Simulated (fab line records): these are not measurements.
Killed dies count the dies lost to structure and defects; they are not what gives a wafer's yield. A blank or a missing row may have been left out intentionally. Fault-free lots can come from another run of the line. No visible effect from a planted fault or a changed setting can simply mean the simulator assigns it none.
A struck lot beside a sound one | flow berkeleyCmos170 | 31 steps out of a route of 331
Sound: the wafers L941.2, L941.3, L941.4. Wafers L955.3, L955.5, L955.6 were the ones struck. At the end, the cause is stated.
Per side, at each step with rows, come the tool, then ch with its chambers, and then its first start. Under that, the readings that differ: sound wafers | struck wafers | difference of the means | sigmas: that difference in standard deviations of wafers without a fault.
alike: readings with means less than 2 such deviations apart, plus words and numbers identical on both sides. not compared: withheld readings, readings lacking a value on some wafer, bounds such as >300 that could conceal the same value, and numbers that have no deviation in the record and whose values overlap.
Wherever a step has rows on one side only, a row that says differs or no value, or a row with sigmas, the two part there. Numbers that don't overlap but have no deviation are shown without sigmas and don't part them. A reading that every wafer of one side lacks parts them only if that side has two wafers or more.

first, 6 steps without rows for these wafers: UCB170_V1_HMDS_06 (prime time 60 s); UCB170_V1_COAT_07 (resist thk 900 nm); UCB170_V1_SOFTBAKE_08 (time 60 s); UCB170_V1_EXPOSE_09 (exposes mask VIA1, target cd 700 nm); UCB170_V1_PEB_10; UCB170_V1_DEVELOP_11 (develop time 45 s).
UCB170_V1_CD_MEAS_12: the cd target is 700 nm.
  sound on cdSem-01, day 8 15:45; struck on cdSem-01, day 11 17:01
reading   | sound             | struck            | difference | sigmas
cdNm (nm) | 703.1 702.8 703.5 | 696.4 696.2 697.3 | -6.5       | -4
UCB170_V1_OVL_MEAS_13:
  sound on overlay-01, day 8 15:51; struck on overlay-02, day 11 17:07
  alike: V1_OVL
UCB170_V1_ETCH_14: etches SiO2 in CHF3/CF4/Ar, stops on Al, target depth 1250 nm, time 291 s.
  sound on rieDiel-04 ch 0,2,3, day 8 15:53; struck on rieDiel-02 ch 0,2,3, day 11 17:08
  alike: CHF3_flow_sccm, drypumpMotorCurrentA, oesProductAu, throttleValvePct
  not compared: rfHoursCounterH
UCB170_V1_STRIP_15: strips in O2.
  sound on plasmaAsher-04 ch 0,1, day 8 16:04; struck on plasmaAsher-04 ch 0,1, day 11 17:20
  alike: drypumpMotorCurrentA, oesProductAu, stripTimeToEndpointS
  not compared: rfHoursCounterH
UCB170_V1_CD_MEAS_90: the cd target is 700 nm.
  sound on cdSem-02, day 8 16:11; struck on cdSem-02, day 11 17:27
reading   | sound             | struck            | difference | sigmas
cdNm (nm) | 703.3 702.4 703.3 | 696.9 696.5 697.3 | -6.1       | -4
then, 1 step without rows for these wafers: UCB170_M2_PRE_CLEAN_00 (preclean etch time 60 s).
UCB170_M2_SPUTTER_01: material Al, target thk 900 nm, time 120 s.
  sound on pvdSputter-02, day 8 16:21; struck on pvdSputter-01, day 11 17:36
reading                              | sound           | struck         | difference | sigmas
model.Al_of_M2_SPUTTER_01.thkNm (nm) | 913.7 902 903.4 | 1205 1218 1210 | +305       | 
  alike: throttleValvePct
UCB170_M2_RS_MEAS_02: measures by four-point-probe.
  sound on filmMetro-02, day 8 16:27; struck on filmMetro-03, day 11 17:43
reading           | sound                | struck               | difference | sigmas
M2_AL_RS (ohm/sq) | 0.0316 0.0321 0.0320 | 0.0240 0.0236 0.0238 | -0.0081    | -22
UCB170_M2_THK_MEAS_03: measures by xrf.
  sound on filmMetro-02, day 8 16:34; struck on filmMetro-03, day 11 17:49
reading        | sound       | struck         | difference | sigmas
M2_AL_THK (nm) | 894 886 883 | 1178 1191 1188 | +298       | +30
then, 3 steps without rows for these wafers: UCB170_M2_HMDS_04 (prime time 60 s); UCB170_M2_COAT_05 (resist thk 900 nm); UCB170_M2_SOFTBAKE_06 (time 60 s).
UCB170_M2_STRIP_07: strips in O2.
  sound on plasmaAsher-04 ch 0,1, day 8 17:27; struck on plasmaAsher-04 ch 0,1, day 11 18:37
  alike: drypumpMotorCurrentA, oesProductAu, stripTimeToEndpointS
  not compared: rfHoursCounterH
then, 7 steps without rows for these wafers: UCB170_M2_STRIP_08 (strips KrF in DMSO, time 600 s); UCB170_M2_COAT_09; UCB170_M2_COAT_10 (resist thk 900 nm); UCB170_M2_SOFTBAKE_11 (time 60 s); UCB170_M2_EXPOSE_12 (exposes mask METAL2, target cd 700 nm); UCB170_M2_PEB_13; UCB170_M2_DEVELOP_14 (develop time 45 s).
UCB170_M2_CD_MEAS_15: the cd target is 700 nm.
  sound on cdSem-02, day 8 18:35; struck on cdSem-01, day 11 19:55
  alike: cdNm
UCB170_M2_OVL_MEAS_16:
  sound on overlay-02, day 8 18:42; struck on overlay-02, day 11 20:01
  alike: M2_OVL
UCB170_M2_ETCH_17: etches BARC in N2/H2.
  sound on rieDiel-01 ch 1,2,3, day 8 18:44; struck on rieDiel-04 ch 2,3, day 11 20:02
  alike: drypumpMotorCurrentA, oesProductAu, throttleValvePct
UCB170_M2_METAL_ETCH_18: etches Al in Cl2/BCl3, stops on SiO2, target depth 1170 nm, time 195 s.
  sound on rieMetal-04 ch 0,1, day 8 18:46; struck on rieMetal-02 ch 0,1, day 11 20:08
reading             | sound             | struck            | difference | sigmas
oesProductAu (a.u.) | 0.863 0.854 0.891 | 1.005 1.020 0.996 | +0.138     | +7
  alike: drypumpMotorCurrentA, throttleValvePct
  not compared: rfHoursCounterH
UCB170_M2_STRIP_19: strips in O2.
  sound on plasmaAsher-01 ch 0,1, day 8 18:58; struck on plasmaAsher-02 ch 0,1, day 11 20:18
  alike: drypumpMotorCurrentA, oesProductAu
  not compared: rfHoursCounterH

## WHERE THEY PART
Last at UCB170_M2_METAL_ETCH_18 as far as this record goes, first at UCB170_V1_CD_MEAS_12. Later steps at which nothing parts them and some readings are alike: UCB170_M2_STRIP_19.

WHY: the cause the simulator had injected
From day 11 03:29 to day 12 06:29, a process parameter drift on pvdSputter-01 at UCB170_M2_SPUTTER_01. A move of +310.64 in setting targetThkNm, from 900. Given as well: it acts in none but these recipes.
